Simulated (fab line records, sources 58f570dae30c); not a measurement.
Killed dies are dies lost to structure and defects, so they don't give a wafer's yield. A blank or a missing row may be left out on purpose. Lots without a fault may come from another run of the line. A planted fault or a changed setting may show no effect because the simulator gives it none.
Chamber matching | flow berkeley_cmos170 | UCB170_GATE_ETCH_15 on rie_si-01: 4 sister chambers
The step etches poly-Si in HBr/Cl2, stops on SiO2, time 56.3 s, target depth 278.2 nm. 14 wafers are shown with their chamber, then 7 later ones without.

WAFERS WITH THEIR CHAMBER
wafer  | chamber | throttle_valve_pct (%) | oes_product_au (a.u.) | bias_w (W)
L746.1 | 0       | 26.15                  | 0.831                 | 150.8
L746.5 | 1       | 26.37                  | 0.810                 | 150.2
L746.6 | 2       | 26.58                  | 0.795                 | 150.3
L751.2 | 0       | 26.17                  | 0.840                 | 149.9
L751.3 | 0       | 26.14                  | 0.843                 | 149.3
L751.5 | 3       | 26.39                  | 0.828                 | 150.6
L753.1 | 2       | 26.57                  | 0.812                 | 150.0
L753.2 | 0       | 26.16                  | 0.846                 | 149.8
L753.5 | 0       | 26.15                  | 0.841                 | 149.9
L755.1 | 0       | 26.16                  | 0.849                 | 150.2
L755.4 | 1       | 26.37                  | 0.833                 | 149.8
L755.6 | 1       | 26.38                  | 0.837                 | 149.9
L761.1 | 3       | 26.38                  | 0.824                 | 149.7
L761.2 | 1       | 26.36                  | 0.806                 | 150.1

SIGNATURES (means of the wafers above)
reading            | chamber 0 | chamber 1 | chamber 2 | chamber 3 | scatter within a chamber
throttle_valve_pct | 26.1550   | 26.3700   | 26.5750   | 26.3850   | 0.00922
oes_product_au     | 0.84167   | 0.82150   | 0.80350   | 0.82600   | 0.0104
bias_w             | 149.983   | 150.000   | 150.150   | 150.150   | 0.422
Rule: a wafer's distance from a chamber is the root of the sum, over the readings, of the square of ((its reading less the chamber's mean) divided by the reading's scatter). The wafer belongs to the nearest chamber; if the next one is less than 2 further off, it can't be placed. The scatter: the root of (the sum of the squares of (reading less its chamber's mean) over the shown wafers, divided by (wafers less chambers)).

WAFERS WITHOUT THEIR CHAMBER
wafer  | throttle_valve_pct (%) | oes_product_au (a.u.) | bias_w (W)
L761.4 | 26.11                  | 0.826                 | 149.5
L765.3 | 26.13                  | 0.840                 | 150.1
L765.4 | 26.37                  | 0.828                 | 150.4
L765.5 | 26.37                  | 0.829                 | 150.4
L767.1 | 26.12                  | 0.825                 | 150.5
L767.3 | 26.57                  | 0.812                 | 149.2
L767.4 | 26.38                  | 0.844                 | 149.7

WHICH CHAMBER EACH WENT THROUGH
wafer  | from the rows above     | in truth
L761.4 | 0                       | 0
L765.3 | 0                       | 0
L765.4 | can't be placed: 1 or 3 | 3
L765.5 | can't be placed: 1 or 3 | 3
L767.1 | 0                       | 0
L767.3 | 2                       | 2
L767.4 | can't be placed: 3 or 1 | 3
Placed correctly: 4 of 7. Can't be placed from these rows: 3 (the true chamber is among the candidates in 3). Placed wrongly: 0.
